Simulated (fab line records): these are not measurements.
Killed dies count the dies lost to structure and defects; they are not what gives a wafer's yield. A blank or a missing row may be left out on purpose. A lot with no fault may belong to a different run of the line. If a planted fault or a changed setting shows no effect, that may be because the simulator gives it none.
What tool caused it? :: flow berkeley cmos170 :: 42 wafers from 14 lots sampled at 5 of the route's 331 steps

WHAT THE GAUGES READ, wafer by wafer
UCB170_V1_THK_MEAS_04. Usual: for V1_POLISHED_THK the level is 1000.2 nm and the standard deviation is 1.2.
lot: L728
measured: day 8 03:20
on: film metro-01
V1_POLISHED_THK (nm): 999.9 1000.0 999.6
flag: 

lot: L731
measured: day 8 15:41
on: film metro-01
V1_POLISHED_THK (nm): 998.6 1000.0 1000.3
flag: 

lot: L729
measured: day 8 17:01
on: film metro-01
V1_POLISHED_THK (nm): 1000.0 998.9 998.3
flag: 

lot: L732
measured: day 9 05:11
on: film metro-04
V1_POLISHED_THK (nm): 999.4 1000.1 1001.9
flag: 

lot: L733
measured: day 9 06:31
on: film metro-01
V1_POLISHED_THK (nm): 1000.6 1003.1 1001.4
flag: 

lot: L734
measured: day 9 16:32
on: film metro-04
V1_POLISHED_THK (nm): 1000.8 1000.1 1002.5
flag: 

lot: L739
measured: day 10 07:07
on: film metro-01
V1_POLISHED_THK (nm): 1000.1 998.9 999.9
flag: 

lot: L742
measured: day 11 13:44
on: film metro-01
V1_POLISHED_THK (nm): 999.6 1000.9 1002.8
flag: 

lot: L743
measured: day 11 16:29
on: film metro-01
V1_POLISHED_THK (nm): 1000.7 1000.3 1002.5
flag: 

lot: L745
measured: day 12 05:06
on: film metro-03
V1_POLISHED_THK (nm): 999.4 1002.7 999.3
flag: 

lot: L746
measured: day 12 06:26
on: film metro-01
V1_POLISHED_THK (nm): 1001.0 1000.5 998.0
flag: 

lot: L747
measured: day 12 14:57
on: film metro-03
V1_POLISHED_THK (nm): 1000.7 1000.7 998.1
flag: 

lot: L751
measured: day 13 17:07
on: film metro-04
V1_POLISHED_THK (nm): 999.2 1001.0 998.5
flag: 

lot: L750
measured: day 13 18:27
on: film metro-01
V1_POLISHED_THK (nm): 999.5 999.4 1000.0
flag: 

UCB170_V1_OVL_MEAS_13. Usual: for V1_OVL the level is -2 nm and the standard deviation is 5.1.
lot: L728
measured: day 8 05:36
on: overlay-02
V1_OVL (nm): 0 3 -3
flag: 

lot: L731
measured: day 8 17:53
on: overlay-02
V1_OVL (nm): -2 -14 -6
flag: 

lot: L729
measured: day 8 20:51
on: overlay-02
V1_OVL (nm): -1 -6 -2
flag: 

lot: L732
measured: day 9 06:32
on: overlay-02
V1_OVL (nm): -9 -6 -1
flag: 

lot: L733
measured: day 9 07:43
on: overlay-02
V1_OVL (nm): -1 -4 -2
flag: 

lot: L734
measured: day 9 19:54
on: overlay-01
V1_OVL (nm): 0 -3 1
flag: 

lot: L739
measured: day 10 08:35
on: overlay-01
V1_OVL (nm): -4 1 -3
flag: 

lot: L742
measured: day 11 14:57
on: overlay-02
V1_OVL (nm): 8 -1 -3
flag: 

lot: L743
measured: day 11 18:34
on: overlay-01
V1_OVL (nm): 2 5 -2
flag: 

lot: L745
measured: day 12 09:53
on: overlay-02
V1_OVL (nm): -1 -5 -3
flag: 

lot: L746
measured: day 12 10:04
on: overlay-01
V1_OVL (nm): 0 4 4
flag: 

lot: L747
measured: day 12 17:06
on: overlay-01
V1_OVL (nm): 11 -7 6
flag: 

lot: L751
measured: day 13 18:20
on: overlay-01
V1_OVL (nm): 4 4 -2
flag: 

lot: L750
measured: day 13 20:53
on: overlay-02
V1_OVL (nm): -9 -1 2
flag: 

UCB170_M2_RS_MEAS_02: a four-point-probe measurement. Usual: for M2_AL_RS the level is 0.0324 ohm/sq and the standard deviation is 0.00027.
lot: L728
measured: day 8 06:11
on: film metro-04
M2_AL_RS (ohm/sq): 0.03248 0.03308 0.03284
flag: 

lot: L731
measured: day 8 18:28
on: film metro-02
M2_AL_RS (ohm/sq): 0.03212 0.03192 0.03217
flag: 

lot: L729
measured: day 8 21:26
on: film metro-04
M2_AL_RS (ohm/sq): 0.03259 0.03196 0.03221
flag: 

lot: L732
measured: day 9 07:07
on: film metro-02
M2_AL_RS (ohm/sq): 0.03256 0.03254 0.03229
flag: 

lot: L733
measured: day 9 08:19
on: film metro-03
M2_AL_RS (ohm/sq): 0.03217 0.03222 0.0324
flag: 

lot: L734
measured: day 9 20:30
on: film metro-03
M2_AL_RS (ohm/sq): 0.03238 0.03206 0.03204
flag: 

lot: L739
measured: day 10 09:11
on: film metro-04
M2_AL_RS (ohm/sq): 0.03228 0.03239 0.03245
flag: 

lot: L742
measured: day 11 15:32
on: film metro-02
M2_AL_RS (ohm/sq): 0.03227 0.03221 0.03233
flag: 

lot: L743
measured: day 11 19:10
on: film metro-03
M2_AL_RS (ohm/sq): 0.03243 0.03269 0.03222
flag: 

lot: L745
measured: day 12 10:28
on: film metro-02
M2_AL_RS (ohm/sq): 0.03219 0.03266 0.03243
flag: 

lot: L746
measured: day 12 10:40
on: film metro-03
M2_AL_RS (ohm/sq): 0.03243 0.03233 0.03266
flag: 

lot: L747
measured: day 12 17:41
on: film metro-04
M2_AL_RS (ohm/sq): 0.03233 0.03232 0.03223
flag: 

lot: L751
measured: day 13 18:56
on: film metro-02
M2_AL_RS (ohm/sq): 0.03246 0.03236 0.03231
flag: 

lot: L750
measured: day 13 21:29
on: film metro-02
M2_AL_RS (ohm/sq): 0.03249 0.03241 0.03265
flag: 

TOOL THAT RAN EACH LOT (tool first, then ch and the chambers of the sampled wafers, then the start)
lot: L728
UCB170_CONTACT_COAT_04: litho track-04 ch 0, day 7 19:19
UCB170_CONTACT_STRIP_06: plasma asher-02 ch 0,1, day 7 19:37

lot: L731
UCB170_CONTACT_COAT_04: litho track-03 ch 0, day 8 08:55
UCB170_CONTACT_STRIP_06: plasma asher-01 ch 0,1, day 8 09:13

lot: L729
UCB170_CONTACT_COAT_04: litho track-01 ch 0, day 8 09:29
UCB170_CONTACT_STRIP_06: plasma asher-02 ch 0,1, day 8 09:47

lot: L732
UCB170_CONTACT_COAT_04: litho track-04 ch 0, day 8 23:10
UCB170_CONTACT_STRIP_06: plasma asher-03 ch 0,1, day 8 23:28

lot: L733
UCB170_CONTACT_COAT_04: litho track-04 ch 0, day 9 00:10
UCB170_CONTACT_STRIP_06: plasma asher-03 ch 0, day 9 00:26

lot: L734
UCB170_CONTACT_COAT_04: litho track-04 ch 0, day 9 10:32
UCB170_CONTACT_STRIP_06: plasma asher-02 ch 0,1, day 9 10:49

lot: L739
UCB170_CONTACT_COAT_04: litho track-04 ch 0, day 10 00:38
UCB170_CONTACT_STRIP_06: plasma asher-03 ch 0, day 10 00:55

lot: L742
UCB170_CONTACT_COAT_04: litho track-01 ch 0, day 11 07:55
UCB170_CONTACT_STRIP_06: plasma asher-03 ch 0,1, day 11 08:13

lot: L743
UCB170_CONTACT_COAT_04: litho track-01 ch 0, day 11 09:55
UCB170_CONTACT_STRIP_06: plasma asher-01 ch 0,1, day 11 10:11

lot: L745
UCB170_CONTACT_COAT_04: litho track-01 ch 0, day 11 23:02
UCB170_CONTACT_STRIP_06: plasma asher-02 ch 0,1, day 11 23:20

lot: L746
UCB170_CONTACT_COAT_04: litho track-03 ch 0, day 12 00:00
UCB170_CONTACT_STRIP_06: plasma asher-01 ch 0,1, day 12 00:18

lot: L747
UCB170_CONTACT_COAT_04: litho track-03 ch 0, day 12 05:56
UCB170_CONTACT_STRIP_06: plasma asher-01 ch 0,1, day 12 06:14

lot: L751
UCB170_CONTACT_COAT_04: litho track-04 ch 0, day 13 08:50
UCB170_CONTACT_STRIP_06: plasma asher-03 ch 0,1, day 13 09:07

lot: L750
UCB170_CONTACT_COAT_04: litho track-01 ch 0, day 13 10:35
UCB170_CONTACT_STRIP_06: plasma asher-03 ch 0,1, day 13 10:52
- UCB170_CONTACT_COAT_04: resist thk 900 nm.
- UCB170_CONTACT_STRIP_06: strips in O2.

AS READ BY THE TOOLS THEMSELVES (means over the sampled wafers that have a number; for cases with no such wafer, the mark the record gives instead)
UCB170_CONTACT_STRIP_06. Usual: chamber pressure mTorr 3500 mTorr, standard deviation 3.2; drypump motor current A 6.0 A, standard deviation 0.48; o2 flow sccm 400.0 sccm, standard deviation 1.4; oes product au 0.734 a.u., standard deviation 0.0044; strip time to endpoint s 21.96 s, standard deviation 0.059.
lot: L728
tool: plasma asher-02
chamber pressure mTorr (mTorr): 3500
drypump motor current A (A): 6.3
o2 flow sccm (sccm): 399.8
oes product au (a.u.): 0.734
strip time to endpoint s (s): 22.01
flag: 

lot: L731
tool: plasma asher-01
chamber pressure mTorr (mTorr): 3502
drypump motor current A (A): 5.5
o2 flow sccm (sccm): 399.6
oes product au (a.u.): 0.729
strip time to endpoint s (s): 22.01
flag: 

lot: L729
tool: plasma asher-02
chamber pressure mTorr (mTorr): 3500
drypump motor current A (A): 6.3
o2 flow sccm (sccm): 399.8
oes product au (a.u.): 0.732
strip time to endpoint s (s): 21.95
flag: 

lot: L732
tool: plasma asher-03
chamber pressure mTorr (mTorr): 3501
drypump motor current A (A): 6.0
o2 flow sccm (sccm): 398.9
oes product au (a.u.): 0.733
strip time to endpoint s (s): 21.94
flag: 

lot: L733
tool: plasma asher-03
chamber pressure mTorr (mTorr): 3497
drypump motor current A (A): 5.8
o2 flow sccm (sccm): 400.9
oes product au (a.u.): 0.735
strip time to endpoint s (s): 21.97
flag: 

lot: L734
tool: plasma asher-02
chamber pressure mTorr (mTorr): 3501
drypump motor current A (A): 6.5
o2 flow sccm (sccm): 401.4
oes product au (a.u.): 0.733
strip time to endpoint s (s): 22.77
flag: OFF

lot: L739
tool: plasma asher-03
chamber pressure mTorr (mTorr): 3500
drypump motor current A (A): 5.8
o2 flow sccm (sccm): 399.3
oes product au (a.u.): 0.736
strip time to endpoint s (s): 22.70
flag: OFF

lot: L742
tool: plasma asher-03
chamber pressure mTorr (mTorr): 3497
drypump motor current A (A): 6.0
o2 flow sccm (sccm): 398.6
oes product au (a.u.): 0.734
strip time to endpoint s (s): 21.90
flag: 

lot: L743
tool: plasma asher-01
chamber pressure mTorr (mTorr): 3499
drypump motor current A (A): 5.5
o2 flow sccm (sccm): 398.6
oes product au (a.u.): 0.730
strip time to endpoint s (s): 21.93
flag: 

lot: L745
tool: plasma asher-02
chamber pressure mTorr (mTorr): 3497
drypump motor current A (A): 6.5
o2 flow sccm (sccm): 401.1
oes product au (a.u.): 0.739
strip time to endpoint s (s): 21.91
flag: 

lot: L746
tool: plasma asher-01
chamber pressure mTorr (mTorr): 3501
drypump motor current A (A): 5.5
o2 flow sccm (sccm): 401.6
oes product au (a.u.): 0.730
strip time to endpoint s (s): 22.00
flag: 

lot: L747
tool: plasma asher-01
chamber pressure mTorr (mTorr): 3496
drypump motor current A (A): 5.4
o2 flow sccm (sccm): 400.3
oes product au (a.u.): 0.731
strip time to endpoint s (s): 21.96
flag: 

lot: L751
tool: plasma asher-03
chamber pressure mTorr (mTorr): 3501
drypump motor current A (A): 6.0
o2 flow sccm (sccm): 401.5
oes product au (a.u.): 0.734
strip time to endpoint s (s): 21.93
flag: 

lot: L750
tool: plasma asher-03
chamber pressure mTorr (mTorr): 3501
drypump motor current A (A): 6.0
o2 flow sccm (sccm): 399.8
oes product au (a.u.): 0.739
strip time to endpoint s (s): 21.95
flag: 

THE ANSWER, worked out from the rows above alone
Rule: lot off if the mean of its wafers having a number is beyond 3 standard deviations from the usual mean. A lot without any number at a reading at which 4 lots or more have one is off too. Any other lot the step has rows for is counted as sound. The gauges are gone through in route order, then the tools' own readings, and for those a lot's mean is taken as printed above. At the first step where some lot is off, the reading lying furthest off is the one used; lots without a number count as furthest.
Off: L734, L739 (UCB170_CONTACT_STRIP_06, strip time to endpoint s).
If a tool, at that step or one of the process steps before it, ran each lot that is off and ran no sound lot following the first of them, it fits. Of those tried, none fits.

WHAT THE SIMULATOR PUT IN
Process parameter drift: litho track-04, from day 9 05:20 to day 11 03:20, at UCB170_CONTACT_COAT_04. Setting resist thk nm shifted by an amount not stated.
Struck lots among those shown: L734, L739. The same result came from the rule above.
